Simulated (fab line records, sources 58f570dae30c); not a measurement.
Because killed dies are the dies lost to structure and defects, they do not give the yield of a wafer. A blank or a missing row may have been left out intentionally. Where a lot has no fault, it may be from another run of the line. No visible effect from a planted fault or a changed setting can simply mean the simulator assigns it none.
Chamber matching	flow berkeley_cmos170	UCB170_GATE_ETCH_15 on rie_si-01: 4 sister chambers
The step etches poly-Si in HBr/Cl2, stops on SiO2, time 56.3 s, target depth 278.2 nm. 14 wafers are shown with their chamber, then 7 later ones without.

WAFERS, EACH WITH ITS CHAMBER
wafer	chamber	drypump_motor_current_A (A)	throttle_valve_pct (%)	oes_product_au (a.u.)
L944.2	0	5.2	26.39	0.836
L944.3	2	6.2	26.64	0.864
L944.4	3	5.3	26.30	0.830
L941.2	2	6.2	26.62	0.848
L941.4	3	5.3	26.30	0.827
L941.6	3	5.3	26.29	0.817
L945.1	0	5.3	26.37	0.825
L945.4	3	5.3	26.28	0.816
L945.5	3	5.3	26.28	0.813
L949.1	1	4.9	26.31	0.828
L949.4	0	5.2	26.36	0.825
L949.5	0	5.2	26.39	0.828
L956.4	1	4.9	26.31	0.822
L956.5	2	6.1	26.64	0.850

SIGNATURES (averages over the wafers above)
reading	chamber 0	chamber 1	chamber 2	chamber 3	scatter within a chamber
drypump_motor_current_A	5.225	4.900	6.167	5.300	0.0376
throttle_valve_pct	26.3775	26.3100	26.6333	26.2900	0.0116
oes_product_au	0.82850	0.82500	0.85400	0.82060	0.00687
Rule: a wafer lies at a distance from a chamber equal to the root of the sum of squares, over the readings, of (its reading less the chamber's mean, divided by the reading's scatter). If the next closest chamber is less than 2 further off than the closest, the wafer can't be placed; otherwise it belongs to the closest. The scatter: take each reading less its chamber's mean, square it, sum over the shown wafers, divide by the number of wafers less the number of chambers, and take the root.

WAFERS MISSING THEIR CHAMBER
wafer	drypump_motor_current_A (A)	throttle_valve_pct (%)	oes_product_au (a.u.)
L956.6	4.9	26.32	0.820
L960.4	5.3	26.31	0.827
L960.5	6.2	26.62	0.865
L960.6	5.3	26.29	0.826
L961.1	4.9	26.33	0.832
L961.3	6.2	26.62	0.865
L961.4	5.3	26.37	0.823

EACH ONE'S CHAMBER
wafer	from the rows above	in truth
L956.6	1	1
L960.4	3	3
L960.5	2	2
L960.6	3	3
L961.1	1	1
L961.3	2	2
L961.4	0	0
7 of 7 placed correctly. Number that these rows cannot place: 0. Wrongly placed: 0.
